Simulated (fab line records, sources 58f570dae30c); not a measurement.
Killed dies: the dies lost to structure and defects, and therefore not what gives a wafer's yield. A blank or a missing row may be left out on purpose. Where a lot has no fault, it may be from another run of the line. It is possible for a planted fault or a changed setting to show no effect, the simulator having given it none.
Matching of chambers || flow berkeley_cmos170 || rie_diel-04 running UCB170_M3_ETCH_17: 4 sister chambers
The step etches BARC in N2/H2. 8 wafers are shown with their chamber, then 7 later ones without.

== WAFERS WITH THEIR CHAMBER ==
{"wafer": "L385.1", "chamber": 2, "throttle_valve_pct (%)": 13.51, "oes_product_au (a.u.)": 1.053}
{"wafer": "L387.2", "chamber": 2, "throttle_valve_pct (%)": 13.51, "oes_product_au (a.u.)": 1.059}
{"wafer": "L387.3", "chamber": 3, "throttle_valve_pct (%)": 13.10, "oes_product_au (a.u.)": 1.029}
{"wafer": "L394.1", "chamber": 3, "throttle_valve_pct (%)": 13.11, "oes_product_au (a.u.)": 1.041}
{"wafer": "L394.3", "chamber": 1, "throttle_valve_pct (%)": 13.38, "oes_product_au (a.u.)": 0.996}
{"wafer": "L394.4", "chamber": 0, "throttle_valve_pct (%)": 13.23, "oes_product_au (a.u.)": 1.022}
{"wafer": "L395.1", "chamber": 1, "throttle_valve_pct (%)": 13.36, "oes_product_au (a.u.)": 0.998}
{"wafer": "L395.5", "chamber": 0, "throttle_valve_pct (%)": 13.24, "oes_product_au (a.u.)": 1.013}

== WAFERS WHOSE CHAMBER IS MISSING ==
{"wafer": "L395.6", "throttle_valve_pct (%)": 13.11, "oes_product_au (a.u.)": 1.049}
{"wafer": "L400.1", "throttle_valve_pct (%)": 13.35, "oes_product_au (a.u.)": 0.990}
{"wafer": "L400.5", "throttle_valve_pct (%)": 13.22, "oes_product_au (a.u.)": 1.024}
{"wafer": "L400.6", "throttle_valve_pct (%)": 13.12, "oes_product_au (a.u.)": 1.047}
{"wafer": "L405.2", "throttle_valve_pct (%)": 13.22, "oes_product_au (a.u.)": 1.025}
{"wafer": "L405.3", "throttle_valve_pct (%)": 13.11, "oes_product_au (a.u.)": 1.030}
{"wafer": "L405.5", "throttle_valve_pct (%)": 13.10, "oes_product_au (a.u.)": 1.032}

== WHICH CHAMBER EACH WENT THROUGH ==
{"wafer": "L395.6", "from the rows above": 3, "in truth": 3}
{"wafer": "L400.1", "from the rows above": 1, "in truth": 1}
{"wafer": "L400.5", "from the rows above": 0, "in truth": 0}
{"wafer": "L400.6", "from the rows above": 3, "in truth": 3}
{"wafer": "L405.2", "from the rows above": 0, "in truth": 0}
{"wafer": "L405.3", "from the rows above": 3, "in truth": 3}
{"wafer": "L405.5", "from the rows above": 3, "in truth": 3}
Correctly placed: 7 of 7. From these rows, 0 cannot be placed. 0 placed wrongly.
How it was worked out, from the rows above alone: a wafer's distance from a chamber is the root of the sum, over the readings, of the square of ((its reading less the chamber's mean) divided by the reading's scatter). If the next closest chamber is less than 2 further off than the closest, the wafer can't be placed; otherwise it belongs to the closest. For every chamber, the mean is computed from those of its wafers that are shown. The scatter is the square root of a quotient: the sum, over the shown wafers, of each reading's squared deviation from its chamber's mean, divided by wafers minus chambers.
